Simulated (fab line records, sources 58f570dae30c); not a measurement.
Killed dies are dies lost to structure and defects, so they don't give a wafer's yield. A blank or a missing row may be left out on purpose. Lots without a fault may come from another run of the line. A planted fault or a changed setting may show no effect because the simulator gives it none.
One fault seen from 2 desks | flow berkeley_cmos170 | each desk has only its own numbers; what lay behind them comes last

THE TOOL OWNER'S DESK: implanter-02
The tool's own readings at UCB170_PLDD_IMPLANT_08: means of the sampled wafers that have a number, for each lot that ran on this tool. A lot is out of limits, marked OUT, if its mean lies more than 4 standard deviations from the usual mean; the brackets give that distance.
Columns: A = dose_ions_cm2 at UCB170_PLDD_IMPLANT_08, usual 5e+13; B = faraday_current_uA at UCB170_PLDD_IMPLANT_08, usual 159
lot  | first seen here | A                       | B
L567 | day 7 14:18     | 5e+13                   | 160
L569 | day 7 21:49     | 5e+13                   | 160
L570 | day 8 07:23     | 5e+13                   | 158
L575 | day 9 10:11     | 5e+13                   | 157
L583 | day 10 12:38    | 3e+13 (-99 or more) OUT | 91 (-23) OUT
L585 | day 11 07:45    | 3e+13 (-99 or more) OUT | 90 (-23) OUT
This desk's finding: out of limits on L583, L585; first on L583, day 10 12:38 (dose_ions_cm2 at UCB170_PLDD_IMPLANT_08). In limits: L567, L569, L570, L575.

THE METROLOGY DESK
What the gauges read, lot by lot, whatever tool the lot ran on: means of the sampled wafers that have a number. A lot is out of limits, marked OUT, if its mean lies more than 4 standard deviations from the usual mean; the brackets give that distance.
Columns: A = PLDD_TW at UCB170_PLDD_TW_MEAS_11, usual 1014; B = PLDD_RS at UCB170_SDANNEAL_RS_MEAS_04, usual 1031.8 ohm/sq
lot  | first seen here | A              | B
L567 | day 7 14:40     | 1012           | 1032.1
L569 | day 7 22:11     | 1000           | 1035.4
L568 | day 7 22:40     | 1001           | 1030.2
L572 | day 8 07:37     | 1015           | 1033.1
L570 | day 8 07:47     | 1000           | 1034.4
L571 | day 8 08:21     | 1018           | 1031.7
L573 | day 8 08:31     | 1003           | 1033.4
L575 | day 9 10:34     | 1001           | 1033.4
L574 | day 9 10:53     | 1023           | 1029.1
L577 | day 10 02:19    | 1011           | 1028.9
L578 | day 10 02:24    | 1023           | 1029.2
L576 | day 10 02:28    | 1022           | 1030.9
L583 | day 10 12:59    | 944 (-7.0) OUT | 1253.6 (+92) OUT
L585 | day 11 08:09    | 951 (-6.3) OUT | 1253.7 (+92) OUT
This desk's finding: out of limits on L583, L585; first on L583, day 10 12:59 (PLDD_TW at UCB170_PLDD_TW_MEAS_11). In limits: L567, L569, L568, L572, L570, L571, L573, L575, L574, L577, L578, L576.

PUT TOGETHER
The tool owner's desk could have raised an alarm at day 10 12:38, on L583, L585.
The metrology desk could have raised an alarm at day 10 12:59, on L583, L585.
Of the lots named, all ran UCB170_PLDD_IMPLANT_08 on implanter-02.

WHAT THE SIMULATOR HAD PUT IN
Process parameter drift: implanter-02, from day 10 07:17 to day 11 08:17, at UCB170_PLDD_IMPLANT_08. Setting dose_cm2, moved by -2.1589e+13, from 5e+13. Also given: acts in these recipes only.
Lots struck among those shown: L583, L585.
Hours from the fault's start to each desk's first reading out of limits: the tool owner's desk, 5; the metrology desk, 6.
